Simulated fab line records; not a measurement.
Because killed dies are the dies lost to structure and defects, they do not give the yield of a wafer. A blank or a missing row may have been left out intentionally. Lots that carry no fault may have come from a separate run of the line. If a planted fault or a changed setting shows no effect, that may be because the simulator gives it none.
8D (eight disciplines) problem report, filled in by code || flow berkeley-cmos170 || the parts of the form that need people (team, actions taken, sign-off) are left out

## 1. WHAT WENT WRONG
Mean of oes-product-au at UCB170_PVT_STRIP_08: 0.673 a.u. across 5 wafers in 3 lots; on wafers with no fault it is 0.735 a.u. (standard deviation 0.0045). That puts it -14 standard deviations away from the usual mean.
The step: strips in O2.
The first sign was on wafer L153.2 at day 8 07:34, on plasma-asher-04. The record holds 45 wafers of 15 lots with a number at this step. By rule, "out" or "out of limits" means more than 4 standard deviations away from the usual mean. All remaining wafers that have a number are taken as sound.

## 2. WHAT IT IS, AND WHAT IT ISN'T
{"question": "which readings at this step", "is": "oes-product-au", "is not": "drypump-motor-current-A, strip-time-to-endpoint-s"}
{"question": "which lots", "is": "L152, L153, L154", "is not": "L141, L142, L143, L144, L145, L147, L148, L149, L151, L161, L162, L163"}
{"question": "which wafers of those lots", "is": "L152.1, L153.2, L153.4, L153.5, L154.6", "is not": "L152.2, L152.4, L154.1, L154.5"}
{"question": "read on which tools", "is": "plasma-asher-04", "is not": "plasma-asher-01, plasma-asher-03"}
{"question": "when", "is": "from day 8 07:34", "is not": "up to then (27 sound wafers); but 13 sound wafers of L152, L154, L161, L162, L163 came after"}

## 3. WHAT RULES OUT EACH SUSPECT
Counting: a tool at a process step up to the reading stays a suspect if it ran every lot that is out. Sound lots after the first of them don't rule it out here, since some wafers of a struck lot are sound.
- plasma-asher-04 at UCB170_PVT_STRIP_08 (strips in O2): kept. Ran every lot that is out, first one L153 (day 8 07:34); last sound lot up to then L151 (day 8 02:26). Its own readings are out on those wafers: oes-product-au.
- Within plasma-asher-04 at UCB170_PVT_STRIP_08: the wafers that are out ran in chamber 0; their sound lot-mates ran in chamber 1.
Left after counting: plasma-asher-04 at UCB170_PVT_STRIP_08.

## 4. THE CAUSE (what the simulator had put in)
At UCB170_PVT_STRIP_08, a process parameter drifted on plasma-asher-04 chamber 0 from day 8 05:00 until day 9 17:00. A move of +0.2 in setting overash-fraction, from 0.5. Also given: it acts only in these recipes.
Only this tool survived the counting.

## 5. THE EFFECT CHAIN, in route order
Each row: a reading where the mean over the struck wafers with a number is more than 3 standard deviations away from the usual. Only readings whose record carries a usual standard deviation are examined. hours: median over the lots of the time between each lot's start at the first step of this table that gives one and its start at this step. sigmas: the change, counted in usual standard deviations.
{"hours": 0, "step": "UCB170_PVT_STRIP_08", "reading": "oes-product-au", "usual": "0.735 a.u.", "on struck wafers": 0.673, "change": -0.062, "sigmas": -14}
Process steps it contains:
- UCB170_PVT_STRIP_08: strips in O2.
Later steps that measure or inspect, where all struck wafers having a row at the step show a number for every such reading and not one has moved that far: UCB170_PLDD_CD_MEAS_06.

## 6. HOW IT WOULD HAVE BEEN CAUGHT EARLIER
3 hours passed between the start of the fault at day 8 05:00 and the first reading out of limits in this record, taken at day 8 07:34.
